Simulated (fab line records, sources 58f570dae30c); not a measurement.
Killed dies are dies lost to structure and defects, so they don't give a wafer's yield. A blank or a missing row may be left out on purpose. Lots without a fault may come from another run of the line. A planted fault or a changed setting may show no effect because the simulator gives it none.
Split-lot experiment | flow berkeley_cmos170 | 5 lots, 23 wafers read, on a route of 331 steps

THE SPLIT
At UCB170_PFIELD_IMPLANT_07, the setting energy_kev was moved away from the recipe's 80 on 9 of the 23 wafers read, by -6.0% to +5.7%. The other wafers ran this setting at the recipe's value.

The reading is taken at the split's own step.

THE READING
implant.drp_nm (the simulator's own value, which no gauge read), in nm, at UCB170_PFIELD_IMPLANT_07. The file gives no usual value for it.

wafer  | tool, chamber at the split | energy_kev as run | against the recipe | implant.drp_nm, nm | against lot-mates on the recipe
L075.2 | implanter-04, 0            | 80                | recipe             | 74.86              | -
L075.5 | implanter-04, 0            | 80                | recipe             | 74.86              | -
L075.6 | implanter-04, 0            | 80                | recipe             | 74.86              | -
L076.1 | implanter-01, 0            | 80                | recipe             | 74.86              | -
L076.3 | implanter-01, 0            | 80                | recipe             | 74.86              | -
L076.6 | implanter-01, 0            | 80                | recipe             | 74.86              | -
L076.2 | implanter-01, 0            | 84.6              | +5.7%              | 76.83              | +1.97
L076.5 | implanter-01, 0            | 84.6              | +5.7%              | 76.83              | +1.97
L081.1 | implanter-03, 0            | 82.59             | +3.2%              | 75.99              | +1.13
L081.5 | implanter-03, 0            | 82.59             | +3.2%              | 75.99              | +1.13
L081.3 | implanter-03, 0            | 80                | recipe             | 74.86              | -
L081.4 | implanter-03, 0            | 80                | recipe             | 74.86              | -
L081.6 | implanter-03, 0            | 80                | recipe             | 74.86              | -
L084.2 | implanter-01, 0            | 80                | recipe             | 74.86              | -
L084.3 | implanter-01, 0            | 80                | recipe             | 74.86              | -
L084.5 | implanter-01, 0            | 80                | recipe             | 74.86              | -
L084.4 | implanter-01, 0            | 75.66             | -5.4%              | 72.84              | -2.02
L084.6 | implanter-01, 0            | 75.66             | -5.4%              | 72.84              | -2.02
L083.1 | implanter-03, 0            | 75.2              | -6.0%              | 72.62              | -2.24
L083.2 | implanter-03, 0            | 75.2              | -6.0%              | 72.62              | -2.24
L083.4 | implanter-03, 0            | 75.2              | -6.0%              | 72.62              | -2.24
L083.3 | implanter-03, 0            | 80                | recipe             | 74.86              | -
L083.6 | implanter-03, 0            | 80                | recipe             | 74.86              | -

THE FIT
A straight line over all 23 wafers: implant.drp_nm changes by +0.362 nm for each +1% of energy_kev; r = +1.00; the points scatter about the line by 0.039 nm.
The same after taking each lot's own level away (the mean of its wafers on the recipe; 23 wafers): +0.362 nm for each +1%; r = +1.00; scatter 0.039 nm.
On that fit, the largest move of energy_kev shifts the reading by 2.2 nm.
The lots' own levels span 74.860 to 74.860 nm.
So the lot-to-lot level changes the slope little: the two slopes agree.
Check: with one of the wafers moved furthest among these (-6.0%) left out of the fit, the line predicts -2.19 nm for it against its lot-mates. It came out at -2.24 nm against them.

OTHER SPLITS ON THESE WAFERS
These wafers also went through other splits before the reading. Each is held against what the fit with the lots' levels taken away leaves over:
other split on the same wafers      | wafers away from the commonest value | r with implant.drp_nm (lot level and that fit taken away)
UCB170_NWELL_IMPLANT_14 energy_kev  | 6                                    | +0.20
UCB170_PWELL_CVD_05 pressure_mtorr  | 18                                   | +0.07
UCB170_ACTIVE_COAT_08 resist_thk_nm | 11                                   | -0.19
UCB170_ACTIVE_EXPOSE_10 dose_mj     | 6                                    | -0.20

THE WHOLE CHAIN: every reading that the file lists as answering this split, in the file's order
step                     | what it does | reading                                                         | change (the file's fit)               | r (the file's)
UCB170_PFIELD_IMPLANT_07 |              | implant.rp_nm (the simulator's own value, which no gauge read)  | +2.13 nm for each +1% of the setting  | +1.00
UCB170_PFIELD_IMPLANT_07 |              | implant.drp_nm (the simulator's own value, which no gauge read) | +0.361 nm for each +1% of the setting | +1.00

THE FILE'S OWN FIT
implant.drp_nm changes by +0.361 nm for each +1% of energy_kev, r = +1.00.
